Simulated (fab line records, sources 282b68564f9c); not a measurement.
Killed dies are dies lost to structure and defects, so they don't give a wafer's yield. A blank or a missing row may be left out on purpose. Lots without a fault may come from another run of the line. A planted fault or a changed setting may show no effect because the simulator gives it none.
Which tool did it? | flow rit_cmos | 13 lots, 39 wafers sampled, at 3 steps of a route of 202

WHAT THE GAUGES READ, wafer by wafer
RIT_PSD_TW_MEAS_10.
lot  | measured    | on            | PSD_TW
L789 | day 3 11:57 | film_metro-01 | 3408 3406 3397
L790 | day 3 13:31 | film_metro-01 | 3371 3372 3380
L791 | day 3 18:10 | film_metro-02 | 3384 3352 3363
L792 | day 4 01:55 | film_metro-01 | 3406 3428 3414
L793 | day 4 05:28 | film_metro-01 | 3438 3429 3403
L796 | day 4 21:05 | film_metro-02 | 3383 3389 3386
L798 | day 5 09:05 | film_metro-04 | 3420 3420 3432
L800 | day 5 12:28 | film_metro-02 | 3117 3100 3121 3100 3098 3109
L801 | day 6 00:02 | film_metro-04 | 3150 3182 3154 3165 3165 3146
L803 | day 6 15:47 | film_metro-04 | 3428 3449 3429
L804 | day 6 15:50 | film_metro-01 | 3455 3442 3440
L805 | day 6 18:43 | film_metro-04 | 3445 3464 3444
L808 | day 7 06:14 | film_metro-04 | 3438 3438 3444

RIT_SDANNEAL_RS_MEAS_04: measures by four-point-probe.
lot  | measured    | on            | PSD_RS (ohm/sq)
L789 | day 3 12:26 | film_metro-04 | 115.4 115.5 115.5
L790 | day 3 14:00 | film_metro-01 | 115.6 115.4 115.5
L791 | day 3 18:40 | film_metro-04 | 115.2 115.3 115.2
L792 | day 4 02:26 | film_metro-02 | 116.1 115.7 116.1
L793 | day 4 06:01 | film_metro-01 | 116.2 115.9 116.0
L796 | day 4 21:35 | film_metro-04 | 116.0 115.6 115.9
L798 | day 5 09:35 | film_metro-01 | 115.6 115.6 115.9
L800 | day 5 17:08 | film_metro-04 | 137.8 138.1 138.0 137.4 138.2 138.0
L801 | day 6 05:11 | film_metro-02 | 138.5 138.8 138.7 138.6 138.8 138.7
L803 | day 6 16:16 | film_metro-04 | 115.7 115.1 115.5
L804 | day 6 16:20 | film_metro-01 | 115.8 116.0 115.6
L805 | day 6 19:12 | film_metro-02 | 116.3 116.3 116.6
L808 | day 7 06:49 | film_metro-01 | 115.9 116.0 116.1

WHICH TOOL RAN EACH LOT (tool, then ch and the chambers of the sampled wafers, then the start)
lot  | RIT_PSD_IMPLANT_08
L789 | implanter-01 ch 0, day 3 11:37
L790 | implanter-01 ch 0, day 3 13:11
L791 | implanter-03 ch 0, day 3 17:46
L792 | implanter-01 ch 0, day 4 01:37
L793 | implanter-02 ch 0, day 4 05:08
L796 | implanter-01 ch 0, day 4 20:47
L798 | implanter-02 ch 0, day 5 08:48
L800 | implanter-03 ch 0, day 5 11:59
L801 | implanter-03 ch 0, day 5 23:43
L803 | implanter-01 ch 0, day 6 15:27
L804 | implanter-02 ch 0, day 6 15:31
L805 | implanter-01 ch 0, day 6 18:23
L808 | implanter-02 ch 0, day 7 05:55
- RIT_PSD_IMPLANT_08

WHAT THE TOOLS THEMSELVES READ (means of the sampled wafers that have a number; where no wafer has one, the mark that the record gives instead)
RIT_PSD_IMPLANT_08.
lot  | tool         | beam_energy_keV
L789 | implanter-01 | 27.003
L790 | implanter-01 | 27.004
L791 | implanter-03 | 27.003
L792 | implanter-01 | 26.995
L793 | implanter-02 | 27.010
L796 | implanter-01 | 27.005
L798 | implanter-02 | 27.000
L800 | implanter-03 | 18.897
L801 | implanter-03 | 18.899
L803 | implanter-01 | 27.001
L804 | implanter-02 | 27.001
L805 | implanter-01 | 27.004
L808 | implanter-02 | 26.998

THE ANSWER, worked out from the rows above alone
Rule: what is usual is taken from the lots themselves. Put in order of their means at a reading, lots are off if they are a third of the lots or fewer, leave a main group of 4 or more, and stand apart from it by a gap of 3 or more times the standard deviation of the main group's means; of several such gaps the widest counts. A main group whose means are all the same, to the digits that the tables above print for the reading, isn't used. A lot without any number at a reading at which 4 lots or more have one is off too. The other lots that the step has rows for count as sound. The gauges are gone through in route order, then the tools' own readings, and for those a lot's mean is taken as printed above. The first step at which some lot is off is used, and at that step the reading that is off furthest; a lot without a number counts as furthest.
Off: L800, L801, at RIT_PSD_TW_MEAS_10 (PSD_TW). The main group: mean 3415, standard deviation 28.
A tool fits if, at a process step before that reading, it ran every lot that is off, and no sound lot after the first of them. The gauges at RIT_PSD_TW_MEAS_10 aren't tried: what is off there is off at RIT_PSD_IMPLANT_08 too, on other tools, and a gauge's error can't cause that. One fits: implanter-03 at RIT_PSD_IMPLANT_08. Its last sound lot is L791 (day 3 17:46), its first lot that is off L800 (day 5 11:59): a fault that began between those two fits.
The tool's own readings at RIT_PSD_IMPLANT_08 bear it out: on the lots that are off they differ by more than 5 times the standard deviation of the sound lots' means. beam_energy_keV reads 18.898 there against 27.002 on the sound lots.

WHAT THE SIMULATOR HAD PUT IN
Process parameter drift: implanter-03, from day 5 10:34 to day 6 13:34, at RIT_PSD_IMPLANT_08. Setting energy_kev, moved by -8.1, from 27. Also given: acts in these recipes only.
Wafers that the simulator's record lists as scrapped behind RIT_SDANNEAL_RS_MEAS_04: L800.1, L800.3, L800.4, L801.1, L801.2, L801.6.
Lots struck among those shown: L800, L801. The rule above found the same.
